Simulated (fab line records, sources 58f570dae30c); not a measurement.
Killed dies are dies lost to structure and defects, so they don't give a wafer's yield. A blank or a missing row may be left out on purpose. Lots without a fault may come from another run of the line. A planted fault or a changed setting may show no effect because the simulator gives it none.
fab line records | flow berkeley_cmos170
record lots=5 wafers=15 last_day=11
route steps=331 shown PSD@180 NSD@187
lots that met no fault: from a run of the same line without faults
start_h: hours from the record's first day to the start of the lot's first wafer shown | wait_h: hours since the lot's step before | " the same as in the row above | L1.1+2: a row that stands for several wafers | - no value, or no start given | * or withheld: withheld | < > ~ a bound
route shown NAME@n: a module of which the file shows steps, and the number in the route of the first | usual: mean/standard deviation of fault-free wafers | same: alike in all rows | chamber/n: place in a boat | sites: the reading at each site | _std_site: their standard deviation | _edge_site: outer sites' mean less inner sites' | radius_mm: how far each site lies from the wafer's centre | mask NAME#n: copy n | behind: the tool/chamber that last shaped the wafer | hold: why the lot was held/for how many hours/how that ended | device: the transistor (n, p or np) that didn't switch | end of line: the same wafers' tests at the end of the route | a step without rows: its recipe alone | killed: dies lost to structure and defects at the first sort, not the wafer's yield | map: a wafer's dies, x killed, . not, _ none there
set.NAME: the setting as run; set.NAME@STEP: as run at that earlier step | model.NAME: the simulator's own value behind a step, which no gauge read
lots at some steps of the route; a table a step, a row a wafer
services: from which hour (start_h, from the record's first day; less than 0 if before it) a tool's chamber was out of use, for how many hours, and why
## steps
# step UCB170_PSD_DEVELOP_05
# recipe developer=TMAH develop_time_s=45 resist=KrF dev_temp_c=21
# columns lot.wafer tool chamber start_h wait_h
L075.1+3+6 litho_track-04 0 - -
L078.2+4+5 litho_track-04 0 - -
L086.2+3+4 litho_track-04 0 - -
L094.2+4+5 litho_track-01 0 - -
L093.2+4+6 litho_track-03 0 - -
# step UCB170_PSD_CD_MEAS_06
# recipe target_cd_nm=1200
# usual cd_nm=1200.1/1.5
# columns lot.wafer tool chamber start_h wait_h cd_nm
L075.1 cd_sem-01 - 151.93 - 1202.5
L075.3 " - " " 1201.4
L075.6 " - " " 1200.5
L078.2 cd_sem-01 - 152.53 - 1198.1
L078.4 " - " " 1198.9
L078.5 " - " " 1197.5
L086.2 cd_sem-02 - 199.35 - 1199.4
L086.3 " - " " 1199.0
L086.4 " - " " 1199.0
L094.2 cd_sem-02 - 236.05 - 1201.0
L094.4 " - " " 1199.8
L094.5 " - " " 1200.4
L093.2 cd_sem-01 - 236.36 - 1201.3
L093.4 " - " " 1200.5
L093.6 " - " " 1200.3
# step UCB170_PSD_OVL_MEAS_07
# usual PSD_OVL=1/5.3
# columns lot.wafer tool chamber start_h wait_h PSD_OVL[nm]
L075.1 overlay-02 - 152.05 0.1 1
L075.3 " - " " -4
L075.6 " - " " -4
L078.2 overlay-02 - 152.64 0.1 -3
L078.4 " - " " 1
L078.5 " - " " 8
L086.2 overlay-02 - 199.46 0.1 -2
L086.3 " - " " -5
L086.4 " - " " -5
L094.2 overlay-02 - 236.16 0.1 2
L094.4 " - " " 0
L094.5 " - " " -4
L093.2 overlay-01 - 236.46 0.1 2
L093.4 " - " " 4
L093.6 " - " " 3
# step UCB170_PSD_IMPLANT_08
# recipe species=B dose_cm2=3e+15 energy_kev=20 tilt_deg=7
# usual end_station_pressure_torr=1.25e-05/6.1e-07
# columns lot.wafer tool chamber start_h wait_h end_station_pressure_torr
L075.1 implanter-03 0 152.09 0.0 1.28e-05
L075.3 " 0 " " 1.24e-05
L075.6 " 0 " " 1.31e-05
L078.2 implanter-02 0 152.69 0.0 1.2e-05
L078.4 " 0 " " 1.08e-05
L078.5 " 0 " " 1.23e-05
L086.2 implanter-02 0 199.51 0.0 1.23e-05
L086.3 " 0 " " 1.2e-05
L086.4 " 0 " " 1.28e-05
L094.2 implanter-02 0 236.21 0.0 1.26e-05
L094.4 " 0 " " 1.23e-05
L094.5 " 0 " " 1.15e-05
L093.2 implanter-01 0 236.52 0.0 1.29e-05
L093.4 " 0 " " 1.21e-05
L093.6 " 0 " " 1.22e-05
# step UCB170_PSD_STRIP_09
# recipe chemistry=O2 power_w=400 pressure_mtorr=3500 platen_temp_c=withheld o2_flow_sccm=400 overash_fraction=0.5
# usual drypump_motor_current_A=5.6/0.51 oes_product_au=0.601/0.0043 strip_time_to_endpoint_s=29.44/0.094
# columns lot.wafer tool chamber start_h wait_h drypump_motor_current_A oes_product_au rf_hours_counter_h strip_time_to_endpoint_s
L075.1 plasma_asher-03 1 152.24 0.1 4.9 0.603 42 29.32
L075.3 " 1 " " 4.9 0.607 - 29.45
L075.6 " 0 " " 5.6 0.603 - 29.45
L078.2 plasma_asher-03 0 152.82 0.1 5.6 0.597 42 29.39
L078.4 " 1 " " 4.9 0.603 - 29.46
L078.5 " 0 " " 5.6 0.610 - 29.34
L086.2 plasma_asher-02 0 199.64 0.1 5.1 0.598 53 29.44
L086.3 " 0 " " 5.1 0.602 - 29.48
L086.4 " 1 " " 6.1 0.603 - 29.44
L094.2 plasma_asher-02 0 236.34 0.1 5.1 0.603 58 29.49
L094.4 " 0 " " 5.1 0.604 - 29.53
L094.5 " 0 " " 5.1 0.604 - 29.49
L093.2 plasma_asher-04 0 236.64 0.1 5.3 0.595 47 29.42
L093.4 " 0 " " 5.3 0.600 - 29.52
L093.6 " 0 " " 5.3 0.598 - 29.49
# step UCB170_PSD_TW_MEAS_10
# usual PSD_TW=2325/14
# columns lot.wafer tool chamber start_h wait_h PSD_TW
L075.1 film_metro-03 - 152.34 0.1 2315
L075.3 " - " " 2327
L075.6 " - " " 2318
L078.2 film_metro-01 - 152.93 0.1 2321
L078.4 " - " " 2322
L078.5 " - " " 2313
L086.2 film_metro-04 - 199.75 0.1 2324
L086.3 " - " " 2327
L086.4 " - " " 2323
L094.2 film_metro-04 - 236.45 0.1 2315
L094.4 " - " " 2324
L094.5 " - " " 2316
L093.2 film_metro-01 - 236.75 0.1 2334
L093.4 " - " " 2343
L093.6 " - " " 2336
# step UCB170_PSD_CLEAN_11
# recipe chemistry=SPM temp_c=120 time_s=600
# columns lot.wafer tool chamber start_h wait_h
L075.1+3+6 wet_bench-02 3 153.10 0.7
L078.2+4+5 wet_bench-02 3 153.10 0.2
L086.2+3+4 wet_bench-03 0 199.80 0.0
L094.2+4+5 wet_bench-03 1 236.58 0.1
L093.2+4+6 wet_bench-03 1 236.80 0.0
# step UCB170_NSD_HMDS_00
# recipe prime_time_s=60 prime_temp_c=100
# same prime_time_s=60
# columns lot.wafer tool chamber start_h wait_h
L075.1+3+6 litho_track-01 0 153.36 0.1
L078.2+4+5 litho_track-02 0 153.79 0.5
L086.2+3+4 litho_track-01 0 200.17 0.0
L094.2+4+5 litho_track-04 0 236.78 0.0
L093.2+4+6 litho_track-01 0 237.23 0.3
# step UCB170_NSD_COAT_01
# recipe resist=KrF spin_rpm=1500 resist_thk_nm=900
# usual dispense_pressure_kPa=50/4.3
# columns lot.wafer tool chamber start_h wait_h dispense_pressure_kPa
L075.1 litho_track-01 0 153.51 0.1 48
L075.3 " 0 " " 48
L075.6 " 0 " " 48
L078.2 litho_track-02 0 153.94 0.1 56
L078.4 " 0 " " 56
L078.5 " 0 " " 56
L086.2 litho_track-01 0 200.32 0.1 48
L086.3 " 0 " " 48
L086.4 " 0 " " 48
L094.2 litho_track-04 0 236.93 0.1 46
L094.4 " 0 " " 46
L094.5 " 0 " " 46
L093.2 litho_track-01 0 237.38 0.1 48
L093.4 " 0 " " 48
L093.6 " 0 " " 48
# step UCB170_NSD_SOFTBAKE_02
# recipe resist=KrF temp_c=130 time_s=60
# columns lot.wafer tool chamber start_h wait_h
L075.1+3+6 litho_track-01 0 153.66 0.1
L078.2+4+5 litho_track-02 0 154.09 0.1
L086.2+3+4 litho_track-01 0 200.47 0.1
L094.2+4+5 litho_track-04 0 237.08 0.1
L093.2+4+6 litho_track-01 0 237.53 0.1
# step UCB170_NSD_EXPOSE_03
# recipe mask_id=NSELECT_MOD na=0.5 sigma_outer=0.6 source_shape=conventional target_cd_nm=1200 dose_mj=30
# usual exposure_dose_mJ_cm2=30.17/0.25
# same na=0.5
# columns lot.wafer tool chamber start_h wait_h mask exposure_dose_mJ_cm2
L075.1 krf_scanner-01 0 153.81 0.1 NSELECT_MOD#0 29.90
L075.3 " 0 " " NSELECT_MOD#0 29.92
L075.6 " 0 " " NSELECT_MOD#0 29.92
L078.2 krf_scanner-01 0 154.27 0.2 NSELECT_MOD#0 29.87
L078.4 " 0 " " NSELECT_MOD#0 29.91
L078.5 " 0 " " NSELECT_MOD#0 29.94
L086.2 krf_scanner-02 0 200.62 0.1 NSELECT_MOD#0 30.45
L086.3 " 0 " " NSELECT_MOD#0 30.37
L086.4 " 0 " " NSELECT_MOD#0 30.40
L094.2 krf_scanner-01 0 237.35 0.2 NSELECT_MOD#0 29.90
L094.4 " 0 " " NSELECT_MOD#0 29.88
L094.5 " 0 " " NSELECT_MOD#0 29.87
L093.2 krf_scanner-02 0 237.80 0.2 NSELECT_MOD#0 30.45
L093.4 " 0 " " NSELECT_MOD#0 30.42
L093.6 " 0 " " NSELECT_MOD#0 30.45
## services
# columns tool chamber start_h hours kind
implanter-03 - 146.23 2.3 repair
krf_scanner-02 - 151.81 1.3 pm
krf_scanner-02 0 154.69 - calibration
implanter-01 - 161.07 4.3 pm
krf_scanner-01 - 167.65 1.3 pm
implanter-03 - 172.35 2.0 repair
implanter-02 - 190.28 2.1 repair
krf_scanner-01 0 194.61 - calibration
plasma_asher-03 - 199.62 1.3 repair
implanter-01 - 213.90 3.0 pm
krf_scanner-02 - 218.79 0.8 pm
krf_scanner-02 - 222.50 3.2 repair
krf_scanner-02 - 225.65 1.0 pm
plasma_asher-03 - 227.13 12.4 repair
krf_scanner-01 - 228.07 1.0 pm
plasma_asher-03 - 232.44 3.0 repair
## key
fault none
